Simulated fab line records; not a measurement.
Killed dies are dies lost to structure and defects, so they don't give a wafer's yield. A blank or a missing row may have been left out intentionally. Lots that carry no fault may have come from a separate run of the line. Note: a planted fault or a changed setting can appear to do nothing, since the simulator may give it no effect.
A lot that was struck, set against a sound lot | flow rit_cmos | 39 steps out of a route of 202
Sound: the wafers L306.1, L306.3, L306.6. The struck wafers were L307.4, L307.5, L307.6. The cause is named last.
Order at every step that has rows: each side's tool, ch and its chambers, its first start. Under that, the readings that differ: sound wafers | struck wafers | difference of the means | sigmas: that difference in standard deviations of wafers without a fault.
alike: words and numbers the same on both sides, and readings whose means are apart by under 2 such deviations; not compared: readings that were withheld, readings missing a value for some wafer, numbers with overlapping values and no deviation given by the record, and bounds like >300 which may hide the same value.
Wherever a step has rows on one side only, a row that says differs or no value, or a row with sigmas, the two part there. Non-overlapping numbers with no deviation appear without sigmas and do not part them. A reading missing from all wafers of one side parts the sides only when that side holds two or more wafers.

first, 3 steps without rows for these wafers: RIT_GATE_EXPOSE_13 (exposes mask M6, target cd 150 nm); RIT_GATE_PEB_14; RIT_GATE_DEVELOP_15 (develop time 50 s).
RIT_GATE_CD_MEAS_16: the cd target is 150 nm.
  struck on cd_sem-01, day 3 23:35; sound on cd_sem-01, day 3 18:28
  alike: cd_nm
RIT_GATE_OVL_MEAS_17:
  struck on overlay-02, day 3 23:39; sound on overlay-02, day 3 18:35
  alike: GATE_OVL
then, 1 step without rows for these wafers: RIT_GATE_HARDBAKE_18 (time 60 s).
RIT_GATE_ETCH_19: etches poly-Si in SF6/CHF3/O2, stops on SiO2, time 165 s, target depth 312.5 nm.
  sound on rie_si-01 ch 0,1, day 3 18:59; struck on rie_si-02 ch 0,1,2, day 3 23:49
  alike: CHF3_flow_sccm, O2_flow_sccm, drypump_motor_current_A, he_backside_leak_sccm, oes_product_au, rf_fwd_power_W, throttle_valve_pct
  not compared: rf_hours_counter_h
RIT_GATE_STRIP_20: strips in O2, time 180 s.
  sound on plasma_asher-02 ch 0,1, day 3 19:05; struck on plasma_asher-03 ch 0,1, day 3 23:59
  alike: drypump_motor_current_A
  not compared: rf_hours_counter_h
RIT_GATE_CD_MEAS_90: the cd target is 150 nm.
  struck on cd_sem-02, day 4 00:10; sound on cd_sem-01, day 3 19:16
  alike: cd_nm
then, 3 steps without rows for these wafers: RIT_REOX_CLEAN_00 (cleans in SC1, time 600 s); RIT_REOX_CLEAN_01 (cleans in dHF, time 30 s); RIT_REOX_CLEAN_02 (cleans in SC2, time 600 s).
RIT_REOX_OXIDATION_03: target thk 25.2 nm, ox time 5580 s.
  sound on furnace-02 ch 0, day 3 19:45; struck on furnace-04 ch 0, day 4 03:19
RIT_REOX_THK_MEAS_04:
  struck on film_metro-02, day 4 05:53; sound on film_metro-02, day 3 22:18
  reading             | sound          | struck         | difference | sigmas
  REOX_OXIDE_THK (nm) | 24.8 25.1 24.9 | 39.9 39.7 40.4 | +15.1      | +31
then, 6 steps without rows for these wafers: RIT_NLDD_HMDS_00 (prime time 60 s); RIT_NLDD_COAT_01 (resist thk 1000 nm); RIT_NLDD_SOFTBAKE_02 (time 60 s); RIT_NLDD_EXPOSE_03 (exposes mask M7, target cd 40700 nm); RIT_NLDD_PEB_04; RIT_NLDD_DEVELOP_05 (develop time 50 s).
RIT_NLDD_OVL_MEAS_06:
  struck on overlay-02, day 4 06:49; sound on overlay-01, day 3 23:13
  alike: NLDD_OVL
then, 2 steps without rows for these wafers: RIT_NLDD_HARDBAKE_07 (time 60 s); RIT_NLDD_IMPLANT_08.
RIT_NLDD_STRIP_09: strips in O2, time 180 s.
  sound on plasma_asher-02 ch 1, day 3 23:32; struck on plasma_asher-04 ch 0,1, day 4 07:24
  alike: drypump_motor_current_A
  not compared: rf_hours_counter_h
RIT_NLDD_TW_MEAS_10:
  struck on film_metro-01, day 4 07:38; sound on film_metro-01, day 3 23:43
  alike: NLDD_TW
then, 6 steps without rows for these wafers: RIT_PLDD_HMDS_00 (prime time 60 s); RIT_PLDD_COAT_01 (resist thk 1000 nm); RIT_PLDD_SOFTBAKE_02 (time 60 s); RIT_PLDD_EXPOSE_03 (exposes mask M8, target cd 40900 nm); RIT_PLDD_PEB_04; RIT_PLDD_DEVELOP_05 (develop time 50 s).
RIT_PLDD_OVL_MEAS_06:
  struck on overlay-01, day 4 08:54; sound on overlay-02, day 4 00:45
  alike: PLDD_OVL
then, 2 steps without rows for these wafers: RIT_PLDD_HARDBAKE_07 (time 60 s); RIT_PLDD_IMPLANT_08.
RIT_PLDD_STRIP_09: strips in O2, time 180 s.
  sound on plasma_asher-03 ch 0,1, day 4 01:05; struck on plasma_asher-04 ch 0,1, day 4 09:17
  alike: drypump_motor_current_A
  not compared: rf_hours_counter_h
RIT_PLDD_TW_MEAS_10:
  struck on film_metro-01, day 4 09:25; sound on film_metro-01, day 4 01:16
  alike: PLDD_TW
RIT_SPACER_CLEAN_00: cleans in SC1, time 600 s.
  sound on wet_bench-02 ch 3, day 4 01:19; struck on wet_bench-03 ch 1, day 4 09:28
  reading                                     | sound           | struck            | difference | sigmas
  model.SiO2_of_REOX_OXIDATION_03.thk_nm (nm) | 22.9 23.2 23.03 | 36.84 36.57 37.32 | +13.87     |
then, 1 step without rows for these wafers: RIT_SPACER_CLEAN_01 (cleans in dHF, time 30 s).
RIT_M1_PROBE_99:
  struck on prober-01, day 5 00:32; sound on prober-02, day 4 17:35
  alike: killed_at_M0_to_M3, killed_at_contacts, killed_at_front_end, killed_dies, killed_open, killed_short

## WHERE THEY PART
Only at RIT_REOX_THK_MEAS_04, as far as this record shows. Later steps at which nothing parts them and some readings are alike: RIT_NLDD_OVL_MEAS_06, RIT_NLDD_STRIP_09, RIT_NLDD_TW_MEAS_10, RIT_PLDD_OVL_MEAS_06, RIT_PLDD_STRIP_09, RIT_PLDD_TW_MEAS_10, RIT_M1_PROBE_99.

WHY: what had been put in by the simulator
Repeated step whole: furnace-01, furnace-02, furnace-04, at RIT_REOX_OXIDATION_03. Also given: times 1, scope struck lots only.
